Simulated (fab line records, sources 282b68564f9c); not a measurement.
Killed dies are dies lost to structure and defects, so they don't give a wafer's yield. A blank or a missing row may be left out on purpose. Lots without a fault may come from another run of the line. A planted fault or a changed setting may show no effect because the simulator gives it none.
Which tool did it? | flow rit_cmos | 14 lots, 42 wafers sampled, at 4 steps of a route of 202

WHAT THE GAUGES READ, wafer by wafer
RIT_GATE_CD_MEAS_90: target cd 150 nm. Usual: cd_nm 150.1 nm, standard deviation 2.9.
lot  | measured    | on        | cd_nm (nm)        | flag
L480 | day 2 13:22 | cd_sem-02 | 148.9 148.1 150.6 |
L481 | day 2 19:04 | cd_sem-01 | 155.5 153.9 152.5 |
L482 | day 2 23:07 | cd_sem-01 | 151.4 153.6 153.9 |
L483 | day 3 04:52 | cd_sem-01 | 151.5 155.1 154.6 |
L484 | day 3 08:47 | cd_sem-01 | 151.8 148.4 151.2 |
L486 | day 3 19:20 | cd_sem-01 | 150.3 149.7 151.2 |
L488 | day 4 05:58 | cd_sem-02 | 149.0 150.7 152.7 |
L490 | day 4 15:14 | cd_sem-02 | 147.0 148.4 148.0 |
L492 | day 5 02:42 | cd_sem-01 | 149.8 149.2 149.2 |
L493 | day 5 05:58 | cd_sem-02 | 156.2 154.3 153.3 |
L499 | day 6 12:02 | cd_sem-01 | 151.9 150.3 149.7 |
L500 | day 6 16:53 | cd_sem-01 | 146.0 147.7 148.5 |
L502 | day 7 03:16 | cd_sem-01 | 145.2 145.6 143.8 |
L503 | day 7 09:05 | cd_sem-01 | 151.4 153.3 151.6 |

RIT_CONTACT_CD_MEAS_08: target cd 1000 nm. Usual: cd_nm 1000.8 nm, standard deviation 2.4.
lot  | measured    | on        | cd_nm (nm)           | flag
L480 | day 3 03:46 | cd_sem-02 | 1002.2 1004.4 1001.7 |
L481 | day 3 09:31 | cd_sem-02 | 997.9 999.2 1000.7   |
L482 | day 3 13:24 | cd_sem-01 | 995.1 996.9 996.1    |
L483 | day 3 19:13 | cd_sem-02 | 999.9 1002.4 1001.6  |
L484 | day 3 23:19 | cd_sem-02 | 1000.3 1001.1 1000.2 |
L486 | day 4 09:50 | cd_sem-02 | 999.3 1000.2 1002.0  |
L488 | day 4 20:09 | cd_sem-01 | 1000.1 999.1 1001.5  |
L490 | day 5 05:38 | cd_sem-01 | 998.5 995.8 996.6    |
L492 | day 5 16:53 | cd_sem-01 | 998.1 1000.2 999.9   |
L493 | day 5 20:15 | cd_sem-02 | 1002.4 1001.9 1003.4 |
L499 | day 7 02:19 | cd_sem-02 | 1001.1 1001.4 1000.6 |
L500 | day 7 08:04 | cd_sem-01 | 1001.0 1003.9 1000.5 |
L502 | day 7 19:58 | cd_sem-02 | 998.2 999.3 998.7    |
L503 | day 7 23:49 | cd_sem-02 | 1001.3 1000.3 1002.4 |

WHICH TOOL RAN EACH LOT (tool, then ch and the chambers of the sampled wafers, then the start)
lot  | RIT_NLDD_STRIP_09                   | RIT_SDANNEAL_CLEAN_02
L480 | plasma_asher-03 ch 0,1, day 2 17:55 | wet_bench-04 ch 1, day 3 01:14
L481 | plasma_asher-01 ch 0,1, day 2 23:32 | wet_bench-02 ch 0, day 3 07:02
L482 | plasma_asher-01 ch 0,1, day 3 03:31 | wet_bench-01 ch 1, day 3 10:57
L483 | plasma_asher-01 ch 0,1, day 3 09:26 | wet_bench-02 ch 3, day 3 16:46
L484 | plasma_asher-03 ch 0,1, day 3 13:20 | wet_bench-01 ch 3, day 3 20:47
L486 | plasma_asher-04 ch 1, day 3 23:58   | wet_bench-02 ch 0, day 4 07:25
L488 | plasma_asher-01 ch 0,1, day 4 10:29 | wet_bench-04 ch 1, day 4 17:49
L490 | plasma_asher-01 ch 0,1, day 4 19:35 | wet_bench-02 ch 0, day 5 03:04
L492 | plasma_asher-04 ch 0,1, day 5 07:08 | wet_bench-02 ch 1, day 5 14:31
L493 | plasma_asher-04 ch 0,1, day 5 10:26 | wet_bench-02 ch 1, day 5 17:50
L499 | plasma_asher-01 ch 0,1, day 6 16:19 | wet_bench-01 ch 1, day 6 23:56
L500 | plasma_asher-04 ch 0, day 6 22:17   | wet_bench-01 ch 0, day 7 05:38
L502 | plasma_asher-04 ch 1, day 7 09:41   | wet_bench-02 ch 1, day 7 17:29
L503 | plasma_asher-03 ch 0,1, day 7 14:03 | wet_bench-04 ch 2, day 7 21:28
- RIT_NLDD_STRIP_09: strips in O2, time 180 s.
- RIT_SDANNEAL_CLEAN_02: cleans in SC2, time 600 s.

WHAT THE TOOLS THEMSELVES READ (means of the sampled wafers that have a number; where no wafer has one, the mark that the record gives instead)
RIT_NLDD_STRIP_09. Usual: drypump_motor_current_A 5.6 A, standard deviation 0.49.
lot  | tool            | drypump_motor_current_A (A) | flag
L480 | plasma_asher-03 | 6.4                         |
L481 | plasma_asher-01 | 5.2                         |
L482 | plasma_asher-01 | 5.2                         |
L483 | plasma_asher-01 | 5.2                         |
L484 | plasma_asher-03 | 6.4                         |
L486 | plasma_asher-04 | 5.7                         |
L488 | plasma_asher-01 | 5.2                         |
L490 | plasma_asher-01 | 5.2                         |
L492 | plasma_asher-04 | 5.8                         |
L493 | plasma_asher-04 | 5.8                         |
L499 | plasma_asher-01 | 5.2                         |
L500 | plasma_asher-04 | 5.9                         |
L502 | plasma_asher-04 | 5.7                         |
L503 | plasma_asher-03 | 6.0                         |

RIT_SDANNEAL_CLEAN_02. Usual: bath_guard_temp_C 75.3 C, standard deviation 0.44; run_length_s 628 s, standard deviation 3.4.
lot  | tool         | bath_guard_temp_C (C) | run_length_s (s) | flag
L480 | wet_bench-04 | 74.6                  | 626              |
L481 | wet_bench-02 | 75.4                  | 625              |
L482 | wet_bench-01 | 75.6                  | 632              |
L483 | wet_bench-02 | 76.1                  | 627              |
L484 | wet_bench-01 | 74.7                  | 626              |
L486 | wet_bench-02 | 75.6                  | 633              |
L488 | wet_bench-04 | 74.8                  | 626              |
L490 | wet_bench-02 | 75.7                  | 633              |
L492 | wet_bench-02 | 75.5                  | 626              |
L493 | wet_bench-02 | 75.4                  | 626              |
L499 | wet_bench-01 | 75.6                  | 559              | OFF
L500 | wet_bench-01 | 75.2                  | 559              | OFF
L502 | wet_bench-02 | 75.4                  | 633              |
L503 | wet_bench-04 | 75.2                  | 633              |

THE ANSWER, worked out from the rows above alone
Rule: a lot is off if the mean of its wafers that have a number lies more than 3 standard deviations from the usual mean. A lot without any number at a reading at which 4 lots or more have one is off too. The other lots that the step has rows for count as sound. The gauges are gone through in route order, then the tools' own readings, and for those a lot's mean is taken as printed above. The first step at which some lot is off is used, and at that step the reading that is off furthest; a lot without a number counts as furthest.
Off: L499, L500, at RIT_SDANNEAL_CLEAN_02 (run_length_s).
A tool fits if, at that step or a process step before it, it ran every lot that is off, and no sound lot after the first of them. One fits: wet_bench-01 at RIT_SDANNEAL_CLEAN_02. Its last sound lot is L484 (day 3 20:47), its first lot that is off L499 (day 6 23:56): a fault that began between those two fits.
The tool's own readings at RIT_SDANNEAL_CLEAN_02 bear it out: on the lots that are off they differ by more than 5 times the standard deviation of the sound lots' means. run_length_s reads 559 s there against 629 s on the sound lots.

WHAT THE SIMULATOR HAD PUT IN
Process parameter drift: wet_bench-01, from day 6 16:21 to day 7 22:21, at RIT_SDANNEAL_CLEAN_02. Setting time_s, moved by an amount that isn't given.
Lots struck among those shown: L499, L500. The rule above found the same.
